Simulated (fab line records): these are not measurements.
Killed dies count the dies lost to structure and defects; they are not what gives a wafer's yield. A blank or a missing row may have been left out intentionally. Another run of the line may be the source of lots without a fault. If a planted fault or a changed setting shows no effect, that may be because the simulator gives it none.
A lot that was struck, set against a sound lot / flow ritCmos / 18 steps out of a route of 202
Sound: the wafers L165.1, L165.2, L165.3. The struck wafers were L159.1, L159.3, L159.6. The cause is named last.
Each step with rows lists, per side, the tool, then ch with its chambers, then its first start. Under that, the readings that differ: sound wafers / struck wafers / difference of the means / sigmas: that difference in standard deviations of wafers without a fault.
alike: readings whose means differ by less than 2 such deviations, and words and numbers that are the same on both sides. not compared: withheld readings, readings that some wafer has no value for, bounds like >300 that may hide the same value, and numbers for which the record gives no deviation and whose values overlap.
The two part at a step that has a row with sigmas, a row that says differs or no value, or rows on one side only. Numbers that have no deviation but don't overlap get no sigmas and don't part them. A reading that every wafer of one side lacks parts them only if that side has two wafers or more.

first, 1 step without rows for these wafers: RIT_PLDD_IMPLANT_08.
RIT_PLDD_STRIP_09: strips in O2, time 180 s.
  sound on plasmaAsher-03 ch 0,1, day 7 05:02; struck on plasmaAsher-03 ch 0,1, day 6 02:53
  alike: drypumpMotorCurrentA
  not compared: rfHoursCounterH
RIT_PLDD_TW_MEAS_10:
  struck on filmMetro-01, day 6 03:04; sound on filmMetro-03, day 7 05:12
  alike: PLDD_TW
then, 4 steps without rows for these wafers: RIT_SPACER_CLEAN_00 (cleans in SC1, time 600 s); RIT_SPACER_CLEAN_01 (cleans in dHF, time 30 s); RIT_SPACER_CLEAN_02 (cleans in SC2, time 600 s); RIT_SPACER_CVD_03 (deposits Si3N4 from SiH2Cl2/NH3, target thk 250 nm, time 3300 s).
RIT_SPACER_THK_MEAS_04:
  struck on filmMetro-03, day 6 06:29; sound on filmMetro-03, day 7 07:32
  alike: SPACER_NITRIDE_THK
RIT_SPACER_ETCHBACK_05: etches Si3N4 in SF6/CHF3, stops on SiO2, target depth 250 nm, time 240 s.
  sound on rieDiel-04 ch 1,2,3, day 7 07:36; struck on rieDiel-04 ch 0,2,3, day 6 06:32
  alike: drypumpMotorCurrentA, oesProductAu, throttleValvePct
  not compared: rfHoursCounterH
then, 3 steps without rows for these wafers: RIT_NSD_HMDS_00 (prime time 60 s); RIT_NSD_COAT_01 (resist thk 1000 nm); RIT_NSD_SOFTBAKE_02 (time 60 s).
RIT_NSD_EXPOSE_03: exposes mask M9, target cd 40700 nm.
  sound on ilineStepper-01 ch 0, day 7 08:25; struck on ilineStepper-02 ch 0, day 6 07:16
reading=model.NSD.overlayXNm (nm); sound=2.146 2.146 2.146; struck=1.332e+04 1.332e+04 1.332e+04; difference=+1.332e+04; sigmas=
  alike: mask
then, 2 steps without rows for these wafers: RIT_NSD_PEB_04; RIT_NSD_DEVELOP_05 (develop time 50 s).
RIT_NSD_OVL_MEAS_06:
  struck on overlay-01, day 6 07:40; sound on overlay-02, day 7 08:49
reading=NSD_OVL (nm); sound=3.3 3.7 3.6; struck=- - -; difference=no value on the struck wafers; sigmas=
then, 1 step without rows for these wafers: RIT_NSD_HARDBAKE_07 (time 60 s).
RIT_M1_PROBE_99:
  struck on prober-01, day 6 17:43; sound on prober-01, day 7 19:16
reading=killedAtFrontEnd; sound=1 10 4; struck=264 264 264; difference=+259; sigmas=+86
reading=killedDies; sound=1 10 4; struck=264 264 264; difference=+259; sigmas=+86
reading=killedOnRim; sound=0 3 0; struck=70 70 70; difference=+69; sigmas=+49
reading=model.etest.nmos_0p15.bvV (V); sound=5.455 5.511 5.449; struck=1.856 2.905 1.054; difference=-3.533; sigmas=
reading=model.etest.nmos_0p3.bvV (V); sound=5.455 5.511 5.449; struck=1.856 2.913 1.054; difference=-3.531; sigmas=
  alike: killedAtContacts, killedOpen, killedShort
  not compared: model.etest.nmos_0p15.junctionLog10AUm, model.etest.nmos_0p3.offLog10AUm, model.etest.gateEndArray.leakLog10AUm, model.etest.nmos_0p15.offLog10AUm, model.etest.retroEdgeNmos.offLog10AUm, model.etest.nmosNarrow.underFloor

== WHERE THEY PART ==
Last at RIT_M1_PROBE_99 as far as this record goes, first at RIT_NSD_OVL_MEAS_06.

WHY: whatever the simulator had introduced
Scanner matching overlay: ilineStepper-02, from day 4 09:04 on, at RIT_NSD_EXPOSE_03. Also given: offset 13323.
